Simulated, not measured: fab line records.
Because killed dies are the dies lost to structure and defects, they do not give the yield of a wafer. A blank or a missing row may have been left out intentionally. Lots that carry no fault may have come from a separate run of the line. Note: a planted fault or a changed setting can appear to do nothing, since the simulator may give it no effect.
8D (eight disciplines) problem report, filled in by code    flow berkeleyCmos170    the parts of the form that need people (team, actions taken, sign-off) are left out

1. WHAT IS WRONG
Mean NVT_TW at UCB170_NVT_TW_MEAS_09: 617 over 9 wafers in 3 lots; fault-free wafers: 529, standard deviation 5.5. That is +16 standard deviations from the usual mean.
The first sign was on wafer L653.2 at day 10 05:01, on filmMetro-01. The record holds 45 wafers of 15 lots with a number at this step. Rule for "out", or "out of limits": more than 4 standard deviations from the usual mean. Any other wafer with a number is counted as sound.

2. WHAT IT IS; WHAT IT IS NOT
question                     is                          is not
which readings at this step  NVT_TW                      -
which lots                   L653, L655, L657            L638, L639, L640, L644, L645, L646, L647, L648, L649, L651, L659, L660
which wafers of those lots   all that have a number      -
read on which gauges         filmMetro-01, filmMetro-04  filmMetro-03
when                         from day 10 05:01           up to then (30 sound wafers); but 6 sound wafers of L659, L660 came after

3. SUSPECTS, AND WHAT RULES EACH OUT
Counting: a tool at any process step up to the reading remains a suspect when it ran all the lots that are out and ran no sound lot after the first of those.
- the gauge at UCB170_NVT_TW_MEAS_09: ruled out. The wafers that are out were read on 2 gauges (filmMetro-01, filmMetro-04).
- implanter-04 at UCB170_NVT_IMPLANT_07: kept. All lots that are out passed through it, beginning with L653 at day 10 04:46, and no sound lot followed; its final sound lot before that point was L651 at day 9 19:16. On those wafers its own readings are out: doseIonsCm2, faradayCurrentUA.
After counting, what remains is implanter-04 at UCB170_NVT_IMPLANT_07.

4. THE CAUSE (what the simulator had put in)
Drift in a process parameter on implanter-04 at UCB170_NVT_IMPLANT_07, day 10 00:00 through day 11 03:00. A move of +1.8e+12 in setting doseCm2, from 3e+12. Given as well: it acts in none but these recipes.
Counting left only this tool.

5. THE CHAIN OF EFFECTS, in route order
Each row: a reading where the mean over the struck wafers with a number is more than 3 standard deviations away from the usual. Only readings for which the record gives a usual standard deviation are gone through. hours: the time from each lot's start at the first step in this table that gives one to its start at this step, as a median over the lots. sigmas: the change in usual standard deviations.
hours  step                   reading           usual  on struck wafers  change  sigmas
0      UCB170_NVT_IMPLANT_07  doseIonsCm2       3e+12  5e+12             +2e+12  +99 or more
0      UCB170_NVT_IMPLANT_07  faradayCurrentUA  9.50   15.06             +5.56   +31
0      UCB170_NVT_TW_MEAS_09  NVT_TW            529    617               +88     +16
It contains these process steps:
- UCB170_NVT_IMPLANT_07
Later measuring or inspecting steps at which every struck wafer that the step has a row for has a number for every such reading, and none has moved that far: UCB170_M2_OVL_MEAS_16, UCB170_M2_CD_MEAS_90.

6. WHAT WOULD HAVE CAUGHT IT SOONER
In this record the first reading out of limits at a measuring or inspecting step was taken at day 10 05:01, 5 hours after the fault began at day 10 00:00.
At UCB170_NVT_IMPLANT_07, the tool's own readings (doseIonsCm2, faradayCurrentUA) were out on each struck wafer the step has a row for, so an alarm limit on them would have fired on the first such wafer.
Lots out: 3; of these, L655, L657 started UCB170_NVT_IMPLANT_07 on implanter-04 after day 10 05:01. A hold on the tool at that time would have spared those 2.
